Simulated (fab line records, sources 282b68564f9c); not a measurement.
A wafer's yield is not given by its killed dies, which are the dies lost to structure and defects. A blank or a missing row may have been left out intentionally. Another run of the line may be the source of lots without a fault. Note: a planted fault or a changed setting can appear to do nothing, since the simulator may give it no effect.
fab line records | flow rit_cmos
[record] lots = 6 | wafers = 18 | last_day = 7
route steps=202 shown PSD@144 SDANNEAL@153 NSD@158 PLDD@159 NLDD@160 M1@202
lots that met no fault: from a run of the same line without faults
start_h: the number of hours between the record's first day and the start of the first shown wafer of the lot | wait_h: time in hours since the lot's previous step | " as in the row above | L1.1+2: a single row standing in for several wafers | - value missing, or start not given | * or withheld: withheld | < > ~ a bound
route shown NAME@n: names a module that has steps shown in the file, with the first one's number in the route | usual: mean/standard deviation taken from wafers without a fault | same: alike in all rows | chamber/n: place in a boat | sites: per-site readings | _std_site: standard deviation across them | _edge_site: inner sites' mean taken away from outer sites' mean | radius_mm: for every site, how far away it sits from the centre of the wafer | mask NAME#n: copy n | behind: the last tool/chamber to shape the wafer | hold: cause of the lot's hold/its duration in hours/its outcome | device: the n, p or np transistor that did not switch | end of line: the route-end tests of the same wafers | a step given without rows: its recipe and nothing more | killed: the dies lost at the first sort to structure and to defects; this is not the yield of the wafer | map: shows each die of a wafer: x if killed, . if not, _ if none is there
set.NAME: the setting that was run; set.NAME@STEP: the one run at that earlier step | model.NAME: the simulator's own value behind a step, which no gauge read
certain route steps with their lots: each step a table, each wafer a row
services: when a tool's chamber went out of use (start_h, in hours from the record's first day, below 0 if earlier), for how many hours, and the reason
[[steps]]
[step RIT_PSD_SOFTBAKE_02]
[recipe] resist = NOVOLAK | temp_c = 90 | time_s = 60
[step RIT_PSD_EXPOSE_03]
[recipe] mask_id = M10 | na = 0.57 | target_cd_nm = 40900 | dose_mj = 250
[step RIT_PSD_PEB_04]
[recipe] resist = NOVOLAK | temp_c = withheld | time_s = withheld
[step RIT_PSD_DEVELOP_05]
[recipe] resist = NOVOLAK | develop_time_s = 50 | dev_temp_c = 23
[step RIT_PSD_OVL_MEAS_06]
[usual] PSD_OVL = -1.2/1.3
lot.wafer | tool       | chamber | start_h | wait_h | PSD_OVL[nm]
L609.2    | overlay-02 | -       | 50.59   | -      | -0.4
L609.3    | "          | -       | "       | "      | -0.9
L609.5    | "          | -       | "       | "      | -0.6
L621.1    | overlay-02 | -       | 115.05  | -      | 0.7
L621.2    | "          | -       | "       | "      | 1.7
L621.3    | "          | -       | "       | "      | -0.4
L623.2    | overlay-02 | -       | 119.05  | -      | -3.1
L623.3    | "          | -       | "       | "      | -2.5
L623.5    | "          | -       | "       | "      | 0.4
L626.2    | overlay-01 | -       | 138.10  | -      | -0.8
L626.3    | "          | -       | "       | "      | -1.7
L626.5    | "          | -       | "       | "      | -2.6
L628.1    | overlay-02 | -       | 146.12  | -      | -1.1
L628.2    | "          | -       | "       | "      | -0.4
L628.6    | "          | -       | "       | "      | 0.7
L632.1    | overlay-01 | -       | 168.88  | -      | -1.8
L632.3    | "          | -       | "       | "      | -1.1
L632.5    | "          | -       | "       | "      | -0.8
[step RIT_PSD_HARDBAKE_07]
[recipe] resist = NOVOLAK | temp_c = 140 | time_s = 60
[step RIT_PSD_IMPLANT_08]
[recipe] species = BF2 | energy_kev = 27 | dose_cm2 = 5.077e+15 | tilt_deg = 7
[step RIT_PSD_STRIP_09]
[recipe] chemistry = O2 | time_s = 180 | resist = NOVOLAK | platen_temp_c = withheld | power_w = 500 | pressure_mtorr = 4000 | o2_flow_sccm = 4000
[usual] drypump_motor_current_A = 5.95/0.3
lot.wafer | tool            | chamber | start_h | wait_h | drypump_motor_current_A | rf_hours_counter_h
L609.2    | plasma_asher-02 | 1       | 50.92   | 0.1    | 6.14                    | 41
L609.3    | "               | 1       | "       | "      | 6.13                    | -
L609.5    | "               | 0       | "       | "      | 6.06                    | -
L621.1    | plasma_asher-02 | 1       | 115.39  | 0.1    | 6.13                    | 48
L621.2    | "               | 0       | "       | "      | 6.05                    | 48
L621.3    | "               | 0       | "       | "      | 6.06                    | -
L623.2    | plasma_asher-02 | 0       | 119.38  | 0.1    | 6.05                    | 49
L623.3    | "               | 1       | "       | "      | 6.14                    | -
L623.5    | "               | 1       | "       | "      | 6.12                    | -
L626.2    | plasma_asher-04 | 0       | 138.43  | 0.1    | 6.04                    | 2
L626.3    | "               | 0       | "       | "      | 6.04                    | -
L626.5    | "               | 0       | "       | "      | 6.04                    | -
L628.1    | plasma_asher-03 | 0       | 146.45  | 0.1    | 5.84                    | 34
L628.2    | "               | 1       | "       | "      | 6.32                    | 34
L628.6    | "               | 1       | "       | "      | 6.30                    | -
L632.1    | plasma_asher-02 | 1       | 169.22  | 0.1    | 6.13                    | 54
L632.3    | "               | 1       | "       | "      | 6.13                    | -
L632.5    | "               | 0       | "       | "      | 6.06                    | -
[step RIT_PSD_TW_MEAS_10]
[usual] PSD_TW = 3441/54
lot.wafer | tool          | chamber | start_h | wait_h | PSD_TW
L609.2    | film_metro-02 | -       | 51.11   | 0.1    | 3480
L609.3    | "             | -       | "       | "      | 3487
L609.5    | "             | -       | "       | "      | 3474
L621.1    | film_metro-03 | -       | 115.56  | 0.1    | 3365
L621.2    | "             | -       | "       | "      | 3375
L621.3    | "             | -       | "       | "      | 3367
L623.2    | film_metro-02 | -       | 119.56  | 0.1    | 3468
L623.3    | "             | -       | "       | "      | 3480
L623.5    | "             | -       | "       | "      | 3483
L626.2    | film_metro-03 | -       | 138.62  | 0.1    | 3359
L626.3    | "             | -       | "       | "      | 3346
L626.5    | "             | -       | "       | "      | 3368
L628.1    | film_metro-03 | -       | 146.63  | 0.1    | 3382
L628.2    | "             | -       | "       | "      | 3374
L628.6    | "             | -       | "       | "      | 3381
L632.1    | film_metro-02 | -       | 169.39  | 0.1    | 3489
L632.3    | "             | -       | "       | "      | 3496
L632.5    | "             | -       | "       | "      | 3490
[step RIT_SDANNEAL_CLEAN_00]
[recipe] chemistry = SC1 | mix = 3:3:50 | time_s = 600 | temp_c = 75
[step RIT_SDANNEAL_CLEAN_01]
[recipe] chemistry = dHF | dilution = 50:1 | time_s = 30
[step RIT_SDANNEAL_CLEAN_02]
[recipe] chemistry = SC2 | mix = 3:3:50 | time_s = 600 | temp_c = 75 | dry = n2_spin
[step RIT_SDANNEAL_RTA_03]
[recipe] temp_c = 1050 | time_s = 5 | idle_temp_c = 600 | ramp_up_c_per_s = 342 | ramp_down_c_per_s = 171 | cool_to_c = 600 | ambient = N2
[usual] wafer_temp_C_max = 1053.7/1.2
lot.wafer | tool          | chamber | start_h | wait_h | wafer_temp_C_max
L609.2    | rtp_anneal-01 | 0       | 51.62   | 0.0    | 1054.6
L609.3    | "             | 0       | "       | "      | 1056.8
L609.5    | "             | 0       | "       | "      | 1053.9
L621.1    | rtp_anneal-01 | 0       | 116.01  | 0.0    | 1052.7
L621.2    | "             | 0       | "       | "      | 1051.8
L621.3    | "             | 0       | "       | "      | 1056.4
L623.2    | rtp_anneal-01 | 0       | 119.99  | 0.0    | 1053.3
L623.3    | "             | 0       | "       | "      | 1053.6
L623.5    | "             | 0       | "       | "      | 1054.2
L626.2    | rtp_anneal-02 | 0       | 139.05  | 0.0    | 1053.1
L626.3    | "             | 0       | "       | "      | 1055.2
L626.5    | "             | 0       | "       | "      | 1055.0
L628.1    | rtp_anneal-02 | 0       | 147.09  | 0.0    | 1051.8
L628.2    | "             | 0       | "       | "      | 1052.8
L628.6    | "             | 0       | "       | "      | 1052.5
L632.1    | rtp_anneal-02 | 0       | 169.83  | 0.0    | 1053.0
L632.3    | "             | 0       | "       | "      | 1053.2
L632.5    | "             | 0       | "       | "      | 1051.3
[step RIT_SDANNEAL_RS_MEAS_04]
[recipe] thk_meas_gauge = four-point-probe
[usual] PSD_RS = 115.68/0.28
lot.wafer | tool          | chamber | start_h | wait_h | PSD_RS[ohm/sq]
L609.2    | film_metro-04 | -       | 51.69   | 0.1    | 116.00
L609.3    | "             | -       | "       | "      | 116.18
L609.5    | "             | -       | "       | "      | 116.45
L621.1    | film_metro-02 | -       | 116.07  | 0.0    | 127.87
L621.2    | "             | -       | "       | "      | 127.96
L621.3    | "             | -       | "       | "      | 127.93
L623.2    | film_metro-04 | -       | 120.06  | 0.1    | 127.62
L623.3    | "             | -       | "       | "      | 127.67
L623.5    | "             | -       | "       | "      | 127.09
L626.2    | film_metro-02 | -       | 139.11  | 0.1    | 115.85
L626.3    | "             | -       | "       | "      | 116.16
L626.5    | "             | -       | "       | "      | 115.94
L628.1    | film_metro-03 | -       | 147.15  | 0.0    | 115.73
L628.2    | "             | -       | "       | "      | 115.76
L628.6    | "             | -       | "       | "      | 115.92
L632.1    | film_metro-03 | -       | 169.89  | 0.0    | 116.13
L632.3    | "             | -       | "       | "      | 116.27
L632.5    | "             | -       | "       | "      | 116.11
[step RIT_SDANNEAL_RS_MEAS_05]
[recipe] thk_meas_gauge = four-point-probe
[usual] NSD_RS = 84.5/0.34
lot.wafer | tool          | chamber | start_h | wait_h | NSD_RS[ohm/sq]
L609.2    | film_metro-04 | -       | 51.81   | 0.1    | 84.3
L609.3    | "             | -       | "       | "      | 84.4
L609.5    | "             | -       | "       | "      | 84.3
L621.1    | film_metro-02 | -       | 116.19  | 0.1    | 85.5
L621.2    | "             | -       | "       | "      | 85.4
L621.3    | "             | -       | "       | "      | 85.4
L623.2    | film_metro-04 | -       | 120.18  | 0.1    | 85.1
L623.3    | "             | -       | "       | "      | 85.2
L623.5    | "             | -       | "       | "      | 85.0
L626.2    | film_metro-02 | -       | 139.23  | 0.1    | 84.7
L626.3    | "             | -       | "       | "      | 84.9
L626.5    | "             | -       | "       | "      | 84.6
L628.1    | film_metro-03 | -       | 147.27  | 0.1    | 84.4
L628.2    | "             | -       | "       | "      | 84.3
L628.6    | "             | -       | "       | "      | 84.2
L632.1    | film_metro-03 | -       | 170.01  | 0.1    | 84.5
L632.3    | "             | -       | "       | "      | 84.6
L632.5    | "             | -       | "       | "      | 84.7
[step RIT_SDANNEAL_RS_MEAS_06]
[recipe] thk_meas_gauge = four-point-probe
[usual] PLDD_RS = 178.6/0.45
lot.wafer | tool          | chamber | start_h | wait_h | PLDD_RS[ohm/sq]
L609.2    | film_metro-04 | -       | 51.93   | 0.1    | 179.0
L609.3    | "             | -       | "       | "      | 178.9
L609.5    | "             | -       | "       | "      | 179.3
L621.1    | film_metro-02 | -       | 116.31  | 0.1    | 190.9
L621.2    | "             | -       | "       | "      | 191.7
L621.3    | "             | -       | "       | "      | 192.0
L623.2    | film_metro-04 | -       | 120.30  | 0.1    | 190.3
L623.3    | "             | -       | "       | "      | 190.8
L623.5    | "             | -       | "       | "      | 190.6
L626.2    | film_metro-02 | -       | 139.35  | 0.1    | 178.8
L626.3    | "             | -       | "       | "      | 179.0
L626.5    | "             | -       | "       | "      | 179.3
L628.1    | film_metro-03 | -       | 147.39  | 0.1    | 178.7
L628.2    | "             | -       | "       | "      | 178.3
L628.6    | "             | -       | "       | "      | 178.7
L632.1    | film_metro-03 | -       | 170.13  | 0.1    | 178.6
L632.3    | "             | -       | "       | "      | 178.8
L632.5    | "             | -       | "       | "      | 178.7
[step RIT_SDANNEAL_RS_MEAS_07]
[recipe] thk_meas_gauge = four-point-probe
[usual] NLDD_RS = 151.5/0.45
lot.wafer | tool          | chamber | start_h | wait_h | NLDD_RS[ohm/sq]
L609.2    | film_metro-04 | -       | 52.05   | 0.1    | 152.3
L609.3    | "             | -       | "       | "      | 151.8
L609.5    | "             | -       | "       | "      | 151.9
L621.1    | film_metro-02 | -       | 116.43  | 0.1    | 151.9
L621.2    | "             | -       | "       | "      | 152.4
L621.3    | "             | -       | "       | "      | 152.6
L623.2    | film_metro-04 | -       | 120.42  | 0.1    | 152.1
L623.3    | "             | -       | "       | "      | 151.7
L623.5    | "             | -       | "       | "      | 151.8
L626.2    | film_metro-02 | -       | 139.47  | 0.1    | 151.9
L626.3    | "             | -       | "       | "      | 152.2
L626.5    | "             | -       | "       | "      | 152.4
L628.1    | film_metro-03 | -       | 147.51  | 0.1    | 152.3
L628.2    | "             | -       | "       | "      | 151.8
L628.6    | "             | -       | "       | "      | 152.0
L632.1    | film_metro-03 | -       | 170.25  | 0.1    | 151.2
L632.3    | "             | -       | "       | "      | 151.2
L632.5    | "             | -       | "       | "      | 150.5
[step RIT_M1_PROBE_99]
[usual] killed_at_front_end = 6.7/2.9 | killed_dies = 6.7/2.9 | killed_open = 3.4/1.8 | killed_short = 3.3/2.2
[same] gross_dies = 264 | killed_at_M0_to_M3 = 0 | killed_at_M4_up = 0 | killed_at_back_side = 0 | killed_at_contacts = 0 | killed_at_other = 0
lot.wafer | tool      | chamber | start_h | wait_h | killed_at_front_end | killed_dies | killed_open | killed_short | model.etest.pmos_turned.r_on_ohm_um | model.etest.pmos_0p3.r_on_ohm_um | model.etest.pmos_0p15.r_on_ohm_um | model.etest.pmos_turned.drive_ua_um | model.etest.pmos_0p15.drive_ua_um | model.etest.contact_pplus.end_ohm_um | model.etest.pmos_0p3.drive_ua_um | model.etest.pmos_narrow.drive_ua_um
L609.2    | prober-02 | -       | 59.10   | 0.1    | 5                   | 5           | 0           | 5            | 3521                                | 6441                             | 2834                              | 183.7                               | 244.6                             | 43.88                                | 97.4                             | 94.98
L609.3    | prober-02 | -       | 59.15   | 0.2    | 6                   | 6           | 3           | 3            | 3484                                | 6333                             | 2817                              | 186.8                               | 247.3                             | 41.9                                 | 99.34                            | 98.11
L609.5    | prober-02 | -       | 59.25   | 0.2    | 15                  | 15          | 8           | 7            | 3477                                | 6339                             | 2815                              | 186.4                               | 250.1                             | 42.76                                | 98.26                            | 97.19
L621.1    | prober-01 | -       | 123.55  | 0.1    | 9                   | 9           | 9           | 0            | 3998                                | 6708                             | 3144                              | 154                                 | 223.7                             | 50.36                                | 93.09                            | 89.38
L621.2    | prober-01 | -       | 123.60  | 0.1    | 4                   | 4           | 3           | 1            | 4086                                | 6736                             | 3223                              | 151.4                               | 217.9                             | 50.88                                | 93.38                            | 89.15
L621.3    | prober-01 | -       | 123.65  | 0.2    | 3                   | 3           | 1           | 2            | 3978                                | 6773                             | 3149                              | 152.4                               | 219.8                             | 50.67                                | 91.36                            | 88.54
L623.2    | prober-01 | -       | 127.67  | 0.1    | 12                  | 12          | 5           | 7            | 3994                                | 6811                             | 3078                              | 151.4                               | 223.6                             | 49.48                                | 91.74                            | 88.47
L623.3    | prober-01 | -       | 127.72  | 0.2    | 1                   | 1           | 1           | 0            | 4005                                | 6740                             | 3134                              | 151.9                               | 220.5                             | 49.45                                | 92.48                            | 86.26
L623.5    | prober-01 | -       | 127.82  | 0.2    | 6                   | 6           | 3           | 3            | 3844                                | 6678                             | 3058                              | 161.5                               | 232.1                             | 50.29                                | 94.17                            | 89.25
L626.2    | prober-02 | -       | 146.72  | 0.1    | 6                   | 6           | 5           | 1            | 3498                                | 6436                             | 2858                              | 183.4                               | 246.8                             | 43.47                                | 97.41                            | 95.14
L626.3    | prober-02 | -       | 146.77  | 0.2    | 2                   | 2           | 1           | 1            | 3544                                | 6573                             | 2915                              | 182.4                               | 242                               | 44.81                                | 95.14                            | 92.72
L626.5    | prober-02 | -       | 146.87  | 0.2    | 6                   | 6           | 1           | 5            | 3514                                | 6503                             | 2848                              | 183.4                               | 246.2                             | 44.55                                | 96.06                            | 94.11
L628.1    | prober-02 | -       | 154.64  | 0.1    | 5                   | 5           | 4           | 1            | 3162                                | 5976                             | 2573                              | 210.5                               | 282.1                             | 44.02                                | 108.5                            | 104.5
L628.2    | prober-02 | -       | 154.69  | 0.1    | 10                  | 10          | 4           | 6            | 3225                                | 6062                             | 2597                              | 202.5                               | 277.1                             | 44.28                                | 105.2                            | 100.3
L628.6    | prober-02 | -       | 154.89  | 0.2    | 5                   | 5           | 3           | 2            | 3204                                | 6069                             | 2588                              | 207.8                               | 278.2                             | 44.49                                | 106.6                            | 100.9
L632.1    | prober-02 | -       | 177.17  | 0.1    | 4                   | 4           | 2           | 2            | 3441                                | 6332                             | 2775                              | 188.8                               | 252.1                             | 44.71                                | 98.55                            | 94.55
L632.3    | prober-02 | -       | 177.27  | 0.2    | 6                   | 6           | 5           | 1            | 3374                                | 6288                             | 2737                              | 192.8                               | 257.8                             | 44.9                                 | 100.8                            | 97.04
L632.5    | prober-02 | -       | 177.37  | 0.2    | 6                   | 6           | 2           | 4            | 3487                                | 6414                             | 2814                              | 187.8                               | 247.2                             | 44.26                                | 98.22                            | 93.52
// killed by level:class
L609.2 SPACER:geometric_particle:short=2 FOX1:geometric_particle:short=1 FOX2:geometric_particle:short=1 REOX:geometric_particle:short=1
L609.3 GATE:geometric_particle:short=3 GATE:geometric_particle:open=2 REOX:geometric_particle:open=1
L609.5 GATE:geometric_particle:short=6 REOX:geometric_particle:open=2 SILICIDE:geometric_particle:open=2 FOX1:geometric_particle:open=1 FOX2:geometric_particle:open=1 GATE:geometric_particle:open=1 SPACER:geometric_particle:open=1 SPACER:geometric_particle:short=1
L621.1 FOX1:geometric_particle:open=4 REOX:geometric_particle:open=3 SPACER:geometric_particle:open=2
L621.2 FOX2:geometric_particle:open=1 REOX:geometric_particle:open=1 SPACER:geometric_particle:short=1 SILICIDE:geometric_particle:open=1
L621.3 FOX1:geometric_particle:short=2 GATE:geometric_particle:open=1
L623.2 GATE:geometric_particle:short=3 FOX1:geometric_particle:short=2 GATE:geometric_particle:open=2 REOX:geometric_particle:open=2 SPACER:geometric_particle:short=2 FOX2:geometric_particle:open=1
L623.3 SILICIDE:geometric_particle:open=1
L623.5 FOX2:geometric_particle:short=1 GATE:geometric_particle:open=1 GATE:geometric_particle:short=1 REOX:geometric_particle:open=1 REOX:geometric_particle:short=1 SPACER:geometric_particle:open=1
L626.2 GATE:geometric_particle:open=2 FOX2:geometric_particle:open=1 GATE:geometric_particle:short=1 REOX:geometric_particle:open=1 SILICIDE:geometric_particle:open=1
L626.3 SILICIDE:geometric_particle:short=1 SILICIDE:geometric_particle:open=1
L626.5 GATE:geometric_particle:short=3 FOX1:geometric_particle:short=1 GATE:geometric_particle:open=1 SILICIDE:geometric_particle:short=1
L628.1 SPACER:geometric_particle:open=3 GATE:geometric_particle:short=1 REOX:geometric_particle:open=1
L628.2 GATE:geometric_particle:open=4 GATE:geometric_particle:short=3 SPACER:geometric_particle:short=3
L628.6 SILICIDE:geometric_particle:open=2 GATE:geometric_particle:open=1 GATE:geometric_particle:short=1 SPACER:geometric_particle:short=1
L632.1 FOX1:geometric_particle:open=1 FOX2:geometric_particle:short=1 GATE:geometric_particle:short=1 SPACER:geometric_particle:open=1
L632.3 FOX1:geometric_particle:open=3 FOX2:geometric_particle:open=1 SPACER:geometric_particle:open=1 SPACER:geometric_particle:short=1
L632.5 GATE:geometric_particle:short=2 GATE:geometric_particle:open=1 REOX:geometric_particle:short=1 REOX:geometric_particle:open=1 SILICIDE:geometric_particle:short=1
[[services]]
tool            | chamber | start_h | hours | kind
plasma_asher-03 | -       | 31.99   | 31.5  | repair
rtp_anneal-02   | -       | 51.47   | 4.8   | pm
plasma_asher-03 | -       | 63.47   | 2.8   | pm
plasma_asher-04 | -       | 108.75  | 9.0   | pm
plasma_asher-04 | 0       | 108.75  | 9.0   | vent_cycle
plasma_asher-04 | 1       | 108.75  | 9.0   | vent_cycle
plasma_asher-04 | 0       | 117.75  | -     | clean
plasma_asher-04 | 1       | 117.75  | -     | clean
plasma_asher-03 | -       | 139.37  | 6.4   | repair
[[key]]
[first_sign] step = RIT_SDANNEAL_RS_MEAS_04 | reading = PSD_RS | direction = up | sigmas = 43 | usual = 115.68 | struck = 127.69
[effect] step = RIT_SDANNEAL_RS_MEAS_05 | reading = NSD_RS | direction = up | sigmas = 2.3 | usual = 84.5 | struck = 85.3
[effect] step = RIT_SDANNEAL_RS_MEAS_06 | reading = PLDD_RS | direction = up | sigmas = 28 | usual = 178.6 | struck = 191.1
[model_effect] step = RIT_M1_PROBE_99 | value = etest.pmos_turned.r_on_ohm_um | without = 3569 | struck = 3984
met_at RIT_SDANNEAL_RTA_03
struck_wafers L621.1,L621.2,L621.3,L623.2,L623.3,L623.5
tester_left_out L621,L623
onset_between 51.62 116.01
[fault] kind = process_parameter_drift | tool = rtp_anneal-01 | chamber = - | onset_h = 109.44 | steps = RIT_SDANNEAL_RTA_03 | channel = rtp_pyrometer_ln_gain | offset = 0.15 | shape = step | end_h = 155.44
// tester_left_out: of these lots the tester's yield and bins aren't shown, on N5 and GAA mostly nor the transistor test; their killed dies are dies lost to structure and defects alone, not to doping, threshold or leakage, so they don't give the yield
